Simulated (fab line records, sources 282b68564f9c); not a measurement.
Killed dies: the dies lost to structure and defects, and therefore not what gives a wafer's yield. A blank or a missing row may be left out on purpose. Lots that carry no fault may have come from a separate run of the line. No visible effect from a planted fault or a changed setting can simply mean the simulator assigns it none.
Split-lot trial ; flow rit cmos ; 23 wafers read from 5 lots, route of 202 steps

== ABOUT THE SPLIT ==
At RIT_PWELL_IMPLANT_08, the setting energy kev was moved away from the recipe's 170 on 7 of the 23 wafers read, by -4.6% to +2.2%. For the rest of the wafers, this setting stayed at what the recipe calls for.

The split's own step is where the reading is taken.

== THE READING ==
implant.drp nm (the simulator's own value, which no gauge read), in nm, at RIT_PWELL_IMPLANT_08. The file gives no usual value for it.

wafer;tool, chamber at the split;energy kev as run;against the recipe;implant.drp nm, nm;against lot-mates on the recipe
L078.1;implanter-02, 0;170;recipe;102.9;-
L078.2;implanter-02, 0;170;recipe;102.9;-
L078.3;implanter-02, 0;170;recipe;102.9;-
L078.4;implanter-02, 0;170;recipe;102.9;-
L078.5;implanter-02, 0;170;recipe;102.9;-
L079.1;implanter-01, 0;173.7;+2.2%;103.5;+0.6
L079.3;implanter-01, 0;173.7;+2.2%;103.5;+0.6
L079.6;implanter-01, 0;173.7;+2.2%;103.5;+0.6
L079.2;implanter-01, 0;170;recipe;102.9;-
L079.5;implanter-01, 0;170;recipe;102.9;-
L081.3;implanter-03, 0;170;recipe;102.9;-
L081.4;implanter-03, 0;170;recipe;102.9;-
L081.6;implanter-03, 0;170;recipe;102.9;-
L082.1;implanter-02, 0;170;recipe;102.9;-
L082.3;implanter-02, 0;170;recipe;102.9;-
L082.6;implanter-02, 0;170;recipe;102.9;-
L082.4;implanter-02, 0;162.2;-4.6%;101.2;-1.7
L082.5;implanter-02, 0;162.2;-4.6%;101.2;-1.7
L084.1;implanter-03, 0;164.1;-3.5%;101.6;-1.3
L084.5;implanter-03, 0;164.1;-3.5%;101.6;-1.3
L084.2;implanter-03, 0;170;recipe;102.9;-
L084.3;implanter-03, 0;170;recipe;102.9;-
L084.6;implanter-03, 0;170;recipe;102.9;-

THE FIT
A straight line over all 23 wafers: implant.drp nm changes by +0.351 nm for each +1% of energy kev; r = +1.00; the points scatter about the line by 0.062 nm.
The same after taking each lot's own level away (the mean of its wafers on the recipe; 23 wafers): +0.351 nm for each +1%; r = +1.00; scatter 0.062 nm.
According to that fit, moving energy kev by its largest amount changes the reading by 1.6 nm.
The lots' own levels span 102.90 to 102.90 nm.
So the lot-to-lot level changes the slope little: the two slopes agree.
Check: for one of the wafers moved furthest among these (-4.6%), held out of the fit, the line's prediction against its lot-mates is -1.62 nm. It came out at -1.7 nm against them.

== ADDITIONAL SPLITS CARRIED BY THESE WAFERS ==
Before the reading, these wafers also passed through other splits. Each is held against what the fit with the lots' levels taken away leaves over:
other split on the same wafers;wafers away from the commonest value;r with implant.drp nm (lot level and that fit taken away)
RIT_ACTIVE_CVD_03 temp c;18;-0.03
RIT_ACTIVE_DEVELOP_10 dev temp c;7;+0.05
RIT_NWELL_SOFTBAKE_02 temp c;7;+0.06
RIT_PWELL_SOFTBAKE_02 temp c;8;+0.18

== THE FILE'S OWN FIT ==
implant.drp nm changes by +0.361 nm for each +1% of energy kev, r = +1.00.
